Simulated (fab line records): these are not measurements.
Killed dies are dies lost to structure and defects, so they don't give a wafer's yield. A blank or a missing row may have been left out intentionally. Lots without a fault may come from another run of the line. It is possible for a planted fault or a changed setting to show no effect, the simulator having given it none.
A lot that was struck, set against a sound lot :: flow rit cmos :: 26 out of 202 route steps
Sound: wafers L145.2, L145.4, L145.6. Wafers struck: L154.3, L154.5, L154.6. At the end, the cause is stated.
For every step that has rows: the tool of each side, followed by ch and its chambers, followed by its first start. Under that, the readings that differ: sound wafers :: struck wafers :: difference of the means :: sigmas: that difference in standard deviations of wafers without a fault.
alike: readings with means less than 2 such deviations apart, plus words and numbers identical on both sides. not compared: withheld readings, readings lacking a value on some wafer, bounds such as >300 that could conceal the same value, and numbers that have no deviation in the record and whose values overlap.
A row with sigmas, a row that says differs or no value, or rows on one side alone: a step with any of these is where the two part. Non-overlapping numbers with no deviation appear without sigmas and do not part them. A reading that every wafer of one side lacks parts them only if that side has two wafers or more.

first, 1 step without rows for these wafers: RIT_PRETRO_IMPLANT_08.
RIT_PRETRO_STRIP_09: strips in O2, time 180 s.
  sound on plasma asher-04 ch 0,1, day 3 17:08; struck on plasma asher-01 ch 0,1, day 5 13:26
  alike: drypump motor current A
  not compared: rf hours counter h
RIT_PRETRO_TW_MEAS_10:
  sound on film metro-03 at day 3 17:19; struck on film metro-02 at day 5 13:34
  alike: PRETRO_TW
then, 5 steps without rows for these wafers: RIT_GATE_WET_ETCH_00 (etches SiO2 in BOE, target depth 56 nm, time 60 s); RIT_GATE_CLEAN_01 (cleans in SC1, time 600 s); RIT_GATE_CLEAN_02 (cleans in dHF, time 30 s); RIT_GATE_CLEAN_03 (cleans in SC2, time 600 s); RIT_GATE_CLEAN_04 (cleans in dHF, time 60 s).
RIT_FOX2_THK_MEAS_91:
  sound on film metro-01 at day 3 17:47; struck on film metro-01 at day 5 14:03
reading: FIELD_OXIDE_LEFT_2_THK (nm)
sound: 264 267 272
struck: 246 254 242
difference: -20
sigmas: -3
then, 2 steps without rows for these wafers: RIT_GATE_OXIDATION_05 (target thk 3 nm, ox time 270 s); RIT_GATE_ANNEAL_06 (time 600 s).
RIT_GATE_THK_MEAS_07:
  sound on film metro-03 at day 3 21:42; struck on film metro-02 at day 5 16:54
  alike: GATE_OXIDE_THK
RIT_GATE_CVD_08: deposits poly-Si from SiH4, target thk 250 nm, time 2220 s.
  sound on lpcvd-01 ch 0, day 3 21:45; struck on lpcvd-02 ch 0, day 5 16:56
reading: spike tc centre C (C)
sound: 612.9 611.4 613.3
struck: 627.1 627.6 627.4
difference: +14.8
sigmas: +15

reading: spike tc load C (C)
sound: 629.5 629.7 629.3
struck: 646.1 646.4 645.8
difference: +16.6
sigmas: +8

reading: spike tc source C (C)
sound: 633.3 629.9 631.7
struck: 646.0 644.6 645.3
difference: +13.7
sigmas: +8

reading: susceptor temp C (C)
sound: 609.2 609.8 609.4
struck: 625.6 625.2 625.5
difference: +16.0
sigmas: +50

reading: model.poly-Si_of_GATE_CVD_08.thk nm (nm)
sound: 253 250.3 251.7
struck: 359.2 359.2 360
difference: +107.8
sigmas: 
  alike: zone power source pct
RIT_GATE_THK_MEAS_09:
  sound on film metro-03 at day 3 23:23; struck on film metro-02 at day 5 18:34
reading: GATE_POLY_THK (nm)
sound: 253.1 250.3 251.5
struck: 359.2 359.2 359.8
difference: +107.8
sigmas: +41
then, 6 steps without rows for these wafers: RIT_GATE_HMDS_10 (prime time 60 s); RIT_GATE_COAT_11 (resist thk 850 nm); RIT_GATE_SOFTBAKE_12 (time 60 s); RIT_GATE_EXPOSE_13 (exposes mask M6, target cd 150 nm); RIT_GATE_PEB_14; RIT_GATE_DEVELOP_15 (develop time 50 s).
RIT_GATE_CD_MEAS_16: target cd 150 nm.
  sound on cd sem-02 at day 4 00:29; struck on cd sem-01 at day 5 19:47
  alike: cd nm
RIT_GATE_OVL_MEAS_17:
  sound on overlay-02 at day 4 00:36; struck on overlay-02 at day 5 19:53
  alike: GATE_OVL
then, 1 step without rows for these wafers: RIT_GATE_HARDBAKE_18 (time 60 s).
RIT_GATE_ETCH_19: etches poly-Si in SF6/CHF3/O2, stops on SiO2, time 165 s, target depth 312.5 nm.
  sound on rie si-02 ch 0,3, day 4 00:48; struck on rie si-01 ch 2,3, day 5 20:03
reading: oes product au (a.u.)
sound: 0.855 0.874 0.855
struck: 0.999 0.991 0.987
difference: +0.131
sigmas: +9

reading: model.GATE.feature depth nm (nm)
sound: 253 250.3 251.7
struck: 310.3 309.1 310.7
difference: +58.4
sigmas: 

reading: model.etch.depth nm (nm)
sound: 253 250.3 251.7
struck: 310.3 309.1 310.7
difference: +58.4
sigmas: 
  alike: drypump motor current A, rf fwd power W, throttle valve pct
  not compared: rf hours counter h
RIT_GATE_STRIP_20: strips in O2, time 180 s.
  sound on plasma asher-03 ch 0,1, day 4 00:55; struck on plasma asher-03 ch 0,1, day 5 20:13
  alike: drypump motor current A
  not compared: rf hours counter h
RIT_M1_PROBE_99:
  sound on prober-01 at day 5 04:49; struck on prober-01 at day 6 20:35
reading: killed at front end
sound: 8 8 4
struck: 264 264 264
difference: +257
sigmas: +86

reading: killed dies
sound: 8 8 4
struck: 264 264 264
difference: +257
sigmas: +86

reading: killed on rim
sound: 2 0 1
struck: 70 70 70
difference: +69
sigmas: +46
  alike: killed open, killed short

== WHERE THEY PART ==
At RIT_FOX2_THK_MEAS_91 first; at RIT_M1_PROBE_99 last (within this record only).

WHY: what had been put in by the simulator
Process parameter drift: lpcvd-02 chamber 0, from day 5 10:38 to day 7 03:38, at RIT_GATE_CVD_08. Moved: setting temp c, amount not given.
